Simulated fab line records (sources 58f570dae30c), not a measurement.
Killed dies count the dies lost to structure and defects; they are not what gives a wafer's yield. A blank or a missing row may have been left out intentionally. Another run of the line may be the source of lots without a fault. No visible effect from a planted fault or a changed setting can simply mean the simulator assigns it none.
Which tool is to blame?	flow berkeley-cmos170	42 wafers from 14 lots sampled at 3 of the route's 331 steps

== WHAT THE GAUGES READ, wafer by wafer ==
UCB170_V1_THK_MEAS_04. Usual: V1_POLISHED_THK 999.9 nm, standard deviation 1.3.
lot	measured	on	V1_POLISHED_THK (nm)	flag
L946	day 7 12:05	film-metro-02	1001.2 998.8 999.8	
L945	day 7 12:23	film-metro-01	1001.7 999.4 1001.2	
L949	day 8 03:58	film-metro-01	1000.2 1001.2 1003.1	
L950	day 8 03:59	film-metro-03	1001.0 1001.0 1000.3	
L948	day 8 14:37	film-metro-01	999.4 1000.5 998.0	
L953	day 8 23:41	film-metro-01	1000.4 1001.8 1000.6	
L955	day 9 14:49	film-metro-02	1000.0 999.5 998.6	
L954	day 9 16:10	film-metro-01	998.7 997.0 998.4	
L956	day 9 21:46	film-metro-01	1000.4 1000.0 1000.1	
L957	day 9 21:46	film-metro-03	1001.6 1001.0 1002.4	
L959	day 10 09:11	film-metro-01	1003.2 1001.6 1002.0	
L958	day 10 09:13	film-metro-02	999.6 1000.0 999.4	
L963	day 11 03:41	film-metro-03	997.3 1002.0 1000.9	
L968	day 12 06:31	film-metro-01	1000.2 1000.9 999.6	

UCB170_V1_OVL_MEAS_13. Usual: V1_OVL 1 nm, standard deviation 5.3.
lot	measured	on	V1_OVL (nm)	flag
L946	day 7 13:44	overlay-02	0 0 6	
L945	day 7 14:07	overlay-02	-7 -2 -10	
L949	day 8 06:03	overlay-01	3 6 4	
L950	day 8 06:18	overlay-02	8 16 2	
L948	day 8 16:20	overlay-01	11 6 6	
L953	day 9 01:22	overlay-01	-3 3 -1	
L955	day 9 17:29	overlay-02	3 -1 -1	
L954	day 9 18:02	overlay-02	0 1 2	
L956	day 10 01:00	overlay-01	-9 -10 -5	
L957	day 10 01:47	overlay-01	6 -5 7	
L959	day 10 11:26	overlay-02	-3 1 9	
L958	day 10 12:02	overlay-01	8 1 7	
L963	day 11 06:31	overlay-02	0 9 0	
L968	day 12 08:01	overlay-01	0 9 2	

== WHICH TOOL RAN EACH LOT (tool, then ch and the chambers of the sampled wafers, then the start) ==
lot	UCB170_M1_ETCH_11
L946	rie-diel-03 ch 0,2,3, day 7 05:45
L945	rie-diel-02 ch 0,1,2, day 7 08:00
L949	rie-diel-03 ch 0,3, day 7 20:17
L950	rie-diel-03 ch 1,3, day 7 22:02
L948	rie-diel-01 ch 1,2, day 8 06:55
L953	rie-diel-01 ch 1,2,3, day 8 18:31
L955	rie-diel-03 ch 1,2,3, day 9 12:04
L954	rie-diel-01 ch 1,2,3, day 9 12:22
L956	rie-diel-03 ch 0,1,2, day 9 17:50
L957	rie-diel-01 ch 0,2,3, day 9 18:05
L959	rie-diel-01 ch 0,1,3, day 10 05:31
L958	rie-diel-03 ch 0,1, day 10 05:46
L963	rie-diel-02 ch 0,1,3, day 11 00:56
L968	rie-diel-01 ch 0,1, day 12 02:29
- UCB170_M1_ETCH_11: etches BARC in N2/H2.

== WHAT THE TOOLS THEMSELVES READ (means of the sampled wafers that have a number; where no wafer has one, the mark that the record gives instead) ==
UCB170_M1_ETCH_11. Usual: drypump-motor-current-A 5.8 A, standard deviation 0.32; h2-flow-sccm 200.1 sccm, standard deviation 0.59; oes-product-au 1.007 a.u., standard deviation 0.019; throttle-valve-pct 13.30 %, standard deviation 0.22.
lot	tool	drypump-motor-current-A (A)	h2-flow-sccm (sccm)	oes-product-au (a.u.)	throttle-valve-pct (%)	flag
L946	rie-diel-03	5.5	200.4	1.024	13.31	
L945	rie-diel-02	5.7	200.1	0.991	13.17	
L949	rie-diel-03	5.6	200.3	1.011	13.52	
L950	rie-diel-03	5.7	200.0	1.026	13.28	
L948	rie-diel-01	5.7	199.8	0.984	13.26	
L953	rie-diel-01	5.6	199.9	0.994	13.23	
L955	rie-diel-03	5.7	200.1	1.012	13.26	
L954	rie-diel-01	5.7	199.5	1.000	13.22	
L956	rie-diel-03	5.9	200.2	0.995	13.45	
L957	rie-diel-01	5.8	200.5	1.014	13.24	
L959	rie-diel-01	5.8	200.9	1.008	13.21	
L958	rie-diel-03	6.2	200.1	1.011	13.65	
L963	rie-diel-02	6.0	200.2	1.007	13.32	
L968	rie-diel-01	5.8	200.2	0.990	13.25	

== THE ANSWER, worked out from the rows above alone ==
Rule: a lot counts as off when the mean over its wafers that have a number is more than 3 standard deviations away from the usual mean. Also off: a lot with no number at a reading for which 4 or more lots have one. Where the step has rows for the other lots, those lots are counted as sound. First the gauges in route order, then the tools' own readings, where a lot's mean is used as printed above. At the first step where some lot is off, the reading lying furthest off is the one used; lots without a number count as furthest.
No lot is off at any reading shown: from this, nothing can be told.

== WHAT THE SIMULATOR PUT IN ==
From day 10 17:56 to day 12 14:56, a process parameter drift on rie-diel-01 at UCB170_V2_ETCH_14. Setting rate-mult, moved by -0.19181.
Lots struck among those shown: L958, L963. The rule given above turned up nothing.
